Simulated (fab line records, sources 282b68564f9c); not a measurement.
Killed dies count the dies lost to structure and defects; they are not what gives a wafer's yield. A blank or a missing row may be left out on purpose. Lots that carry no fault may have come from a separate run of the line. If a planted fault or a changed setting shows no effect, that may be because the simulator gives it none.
Struck lot and sound lot, side by side + flow rit-cmos + 44 steps out of a route of 202
Sound: these wafers, L674.3, L674.4, L674.5. Struck: wafers L691.1, L691.3, L691.6. The cause is named last.
For every step that has rows: the tool of each side, followed by ch and its chambers, followed by its first start. Under that, the readings that differ: sound wafers + struck wafers + difference of the means + sigmas: that difference in standard deviations of wafers without a fault.
alike: words and numbers the same on both sides, and readings whose means are apart by under 2 such deviations; not compared: readings that were withheld, readings missing a value for some wafer, numbers with overlapping values and no deviation given by the record, and bounds like >300 which may hide the same value.
The two part at a step that has a row with sigmas, a row that says differs or no value, or rows on one side only. When numbers do not overlap yet have no deviation, they are printed without sigmas and do not part them. A reading missing from all wafers of one side parts the sides only when that side holds two or more wafers.

first, 2 steps without rows for these wafers: RIT_NLDD_HARDBAKE_07 (time 60 s); RIT_NLDD_IMPLANT_08.
RIT_NLDD_STRIP_09: strips in O2, time 180 s.
  sound on plasma-asher-01 ch 0,1, day 3 03:20; struck on plasma-asher-04 ch 0,1, day 6 12:08
  alike: drypump-motor-current-A
  not compared: rf-hours-counter-h
RIT_NLDD_TW_MEAS_10:
  sound on film-metro-03 at day 3 03:29; struck on film-metro-01 at day 6 12:19
  alike: NLDD_TW
then, 6 steps without rows for these wafers: RIT_PLDD_HMDS_00 (prime time 60 s); RIT_PLDD_COAT_01 (resist thk 1000 nm); RIT_PLDD_SOFTBAKE_02 (time 60 s); RIT_PLDD_EXPOSE_03 (exposes mask M8, target cd 40900 nm); RIT_PLDD_PEB_04; RIT_PLDD_DEVELOP_05 (develop time 50 s).
RIT_PLDD_OVL_MEAS_06:
  sound on overlay-01 at day 3 04:31; struck on overlay-01 at day 6 13:14
  alike: PLDD_OVL
then, 1 step without rows for these wafers: RIT_PLDD_HARDBAKE_07 (time 60 s).
RIT_PLDD_IMPLANT_08:
  sound on implanter-03 ch 0, day 3 04:44; struck on implanter-03 ch 0, day 6 13:25
  alike: faraday-current-uA
RIT_PLDD_STRIP_09: strips in O2, time 180 s.
  sound on plasma-asher-03 ch 0,1, day 3 04:53; struck on plasma-asher-02 ch 0,1, day 6 13:34
  alike: drypump-motor-current-A
  not compared: rf-hours-counter-h
RIT_PLDD_TW_MEAS_10:
  sound on film-metro-03 at day 3 05:02; struck on film-metro-01 at day 6 13:44
| reading | sound          | struck         | difference | sigmas |
|---------|----------------|----------------|------------|--------|
| PLDD_TW | 2374 2378 2376 | 2258 2256 2251 | -121       | -10    |
then, 4 steps without rows for these wafers: RIT_SPACER_CLEAN_00 (cleans in SC1, time 600 s); RIT_SPACER_CLEAN_01 (cleans in dHF, time 30 s); RIT_SPACER_CLEAN_02 (cleans in SC2, time 600 s); RIT_SPACER_CVD_03 (deposits Si3N4 from SiH2Cl2/NH3, target thk 250 nm, time 3300 s).
RIT_SPACER_THK_MEAS_04:
  sound on film-metro-03 at day 3 07:22; struck on film-metro-02 at day 6 16:11
  alike: SPACER_NITRIDE_THK
RIT_SPACER_ETCHBACK_05: etches Si3N4 in SF6/CHF3, stops on SiO2, target depth 250 nm, time 240 s.
  sound on rie-diel-01 ch 0,2, day 3 07:25; struck on rie-diel-02 ch 0,2,3, day 6 16:15
  alike: drypump-motor-current-A, oes-product-au, throttle-valve-pct
  not compared: rf-hours-counter-h
then, 6 steps without rows for these wafers: RIT_NSD_HMDS_00 (prime time 60 s); RIT_NSD_COAT_01 (resist thk 1000 nm); RIT_NSD_SOFTBAKE_02 (time 60 s); RIT_NSD_EXPOSE_03 (exposes mask M9, target cd 40700 nm); RIT_NSD_PEB_04; RIT_NSD_DEVELOP_05 (develop time 50 s).
RIT_NSD_OVL_MEAS_06:
  sound on overlay-01 at day 3 08:25; struck on overlay-02 at day 6 17:22
  alike: NSD_OVL
then, 2 steps without rows for these wafers: RIT_NSD_HARDBAKE_07 (time 60 s); RIT_NSD_IMPLANT_08.
RIT_NSD_STRIP_09: strips in O2, time 180 s.
  sound on plasma-asher-01 ch 0,1, day 3 08:48; struck on plasma-asher-03 ch 0,1, day 6 17:43
| reading                     | sound       | struck      | difference | sigmas |
|-----------------------------|-------------|-------------|------------|--------|
| drypump-motor-current-A (A) | 4.7 5.2 5.2 | 5.9 6.0 5.8 | +0.9       | +2     |
  not compared: rf-hours-counter-h
RIT_NSD_TW_MEAS_10:
  sound on film-metro-01 at day 3 08:56; struck on film-metro-04 at day 6 17:53
  alike: NSD_TW
then, 6 steps without rows for these wafers: RIT_PSD_HMDS_00 (prime time 60 s); RIT_PSD_COAT_01 (resist thk 1000 nm); RIT_PSD_SOFTBAKE_02 (time 60 s); RIT_PSD_EXPOSE_03 (exposes mask M10, target cd 40900 nm); RIT_PSD_PEB_04; RIT_PSD_DEVELOP_05 (develop time 50 s).
RIT_PSD_OVL_MEAS_06:
  sound on overlay-01 at day 3 09:50; struck on overlay-02 at day 6 18:55
  alike: PSD_OVL
then, 2 steps without rows for these wafers: RIT_PSD_HARDBAKE_07 (time 60 s); RIT_PSD_IMPLANT_08.
RIT_PSD_STRIP_09: strips in O2, time 180 s.
  sound on plasma-asher-03 ch 0,1, day 3 10:13; struck on plasma-asher-03 ch 0,1, day 6 19:15
  alike: drypump-motor-current-A
  not compared: rf-hours-counter-h
RIT_SDANNEAL_RS_MEAS_06: the measuring method here is four-point-probe.
  sound on film-metro-04 at day 3 11:07; struck on film-metro-04 at day 6 20:22
| reading          | sound             | struck            | difference | sigmas |
|------------------|-------------------|-------------------|------------|--------|
| PLDD_RS (ohm/sq) | 178.9 178.8 178.7 | 196.9 197.5 197.3 | +18.4      | +38    |
RIT_M1_PROBE_99:
  sound on prober-01 at day 3 18:18; struck on prober-01 at day 7 03:50
| reading                                           | sound                          | struck                     | difference | sigmas |
|---------------------------------------------------|--------------------------------|----------------------------|------------|--------|
| model.etest.pldd.rs-ohm-sq-range                  | 9.178 6.22 8.998               | 141.9 146.3 145.9          | +136.6     |        |
| model.etest.pldd.rs-ohm-sq                        | 495.1 498.1 504.8              | 605.2 617 604.7            | +109.6     |        |
| model.etest.pldd.rs-ohm-sq-rim-less-centre        | -1.177 4.329 7.262             | -58.7 -64.89 -68.9         | -67.6      |        |
| model.etest.pldd.line-ohm-um                      | 158 158.4 162.3                | 191.4 195.3 187.2          | +31.7      |        |
| model.etest.pmos_0p15.drive-ua-um-range           | 3.43 4.527 6.288               | 22.7 22.76 23.23           | +18.1      |        |
| model.etest.pmos_0p15.drive-ua-um-rim-less-centre | 0.4234 -0.8159 -4.527          | 6.059 7.17 6.367           | +8.172     |        |
| model.etest.pmos_0p15.vt-v-range                  | 0.006812 0.005118 0.004433     | 0.02423 0.02631 0.02196    | +0.01871   |        |
| model.etest.pmos_0p15.vt-v-rim-less-centre        | -0.004055 -0.002844 -0.0004057 | 0.005775 0.007115 0.004847 | +0.008347  |        |
  alike: killed-at-contacts, killed-at-front-end, killed-dies, killed-open, killed-short

## WHERE THEY PART
Earliest at RIT_PLDD_TW_MEAS_10; latest, in this record, at RIT_SDANNEAL_RS_MEAS_06. Later steps at which nothing parts them and some readings are alike: RIT_M1_PROBE_99.

WHY: what the simulator had put in
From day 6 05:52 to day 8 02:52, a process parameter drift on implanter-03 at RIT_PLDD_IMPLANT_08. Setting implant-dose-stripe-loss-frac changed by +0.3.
